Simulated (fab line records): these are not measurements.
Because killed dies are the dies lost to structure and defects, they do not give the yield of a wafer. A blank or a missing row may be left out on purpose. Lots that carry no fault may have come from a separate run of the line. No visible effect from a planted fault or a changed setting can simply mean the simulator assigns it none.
Which of the tools did it? | flow berkeleyCmos170 | 7 lots with 21 wafers sampled at 4 steps, on a route of 331 steps

== WHAT EACH GAUGE READ, for each wafer ==
UCB170_V1_THK_MEAS_04.
lot  | measured     | on           | V1_POLISHED_THK (nm)
L738 | day 8 15:49  | filmMetro-04 | 998.5 1000.6 998.8
L745 | day 10 20:47 | filmMetro-01 | 999.6 1000.5 1001.2
L742 | day 10 21:05 | filmMetro-02 | 996.2 1000.4 999.5
L746 | day 10 21:09 | filmMetro-01 | 999.1 999.4 1001.6
L750 | day 11 22:02 | filmMetro-01 | 996.9 1346.6 998.6
L757 | day 13 01:41 | filmMetro-01 | 1000.1 999.3 1000.2
L761 | day 13 07:36 | filmMetro-02 | 999.3 999.1 1000.3

== TOOL THAT RAN EACH LOT (tool first, then ch and the chambers of the sampled wafers, then the start) ==
lot  | UCB170_CONTACT_STRIP_06             | UCB170_CONTACT_ETCH_18                       | UCB170_V1_CMP_02
L738 | plasmaAsher-03 ch 0, day 8 08:32    | rieDiel-01 ch 0,1,2, day 8 15:23 or earlier  | cmp-01 ch 0,1, day 8 15:23
L745 | plasmaAsher-02 ch 0,1, day 10 00:07 | rieDiel-02 ch 1,2, day 10 20:25 or earlier   | cmp-01 ch 0,3, day 10 20:25
L742 | plasmaAsher-02 ch 0,1, day 10 01:46 | rieDiel-03 ch 1,2, day 10 20:40 or earlier   | cmp-01 ch 0,1,2, day 10 20:40
L746 | plasmaAsher-04 ch 0,1, day 10 05:52 | rieDiel-03 ch 0,1,3, day 10 20:47 or earlier | cmp-02 ch 1,2, day 10 20:47
L750 | plasmaAsher-04 ch 0,1, day 11 12:13 | rieDiel-01 ch 0,1, day 11 21:38 or earlier   | cmp-01 ch 0,1,2, day 11 21:38
L757 | plasmaAsher-04 ch 0,1, day 12 19:46 | rieDiel-01 ch 1,3, day 13 01:18 or earlier   | cmp-02 ch 0,1,3, day 13 01:18
L761 | plasmaAsher-04 ch 0,1, day 12 23:55 | rieDiel-02 ch 0,3, day 13 07:14 or earlier   | cmp-02 ch 0,3, day 13 07:14
- UCB170_CONTACT_STRIP_06: strips in O2.
- UCB170_CONTACT_ETCH_18: etches PSG in CHF3/CF4/Ar, stops on TiSi2, target depth 840 nm, time 195 s.
- UCB170_V1_CMP_02: polishes SiO2.

== THE ANSWER, worked out from the rows above alone ==
Rule: what is usual is taken from the lots themselves. The widest of any qualifying gaps counts: lots, ordered by their means at a reading, are off when they make up no more than a third of the lots, leave a main group of 4 or more, and stand apart from it by 3 or more times the standard deviation of that group's means. Not used: any main group whose means are identical at the precision the tables above print for the reading. A lot without any number at a reading at which 4 lots or more have one is off too. Where the step has rows for the other lots, those lots are counted as sound.
Off: L750, seen at UCB170_V1_THK_MEAS_04 (V1_POLISHED_THK). Mean 999.6 nm and standard deviation 0.55 in the main group.
A tool fits if, at a process step before that reading, it ran every lot that is off, and no sound lot after the first of them. Those tools and the gauges at UCB170_V1_THK_MEAS_04 are tried in the same way. UCB170_CONTACT_ETCH_18 gives no start for some lots, so the hours and the order of its lots are those of UCB170_V1_CMP_02. One candidate fits, namely cmp-01 at UCB170_V1_CMP_02. A fault onset in the window from L742 (day 10 20:40, its last sound lot) to L750 (day 11 21:38, its first lot off) fits.

== WHAT THE SIMULATOR HAD INSERTED ==
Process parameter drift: cmp-01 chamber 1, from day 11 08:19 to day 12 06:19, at UCB170_V1_CMP_02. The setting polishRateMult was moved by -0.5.
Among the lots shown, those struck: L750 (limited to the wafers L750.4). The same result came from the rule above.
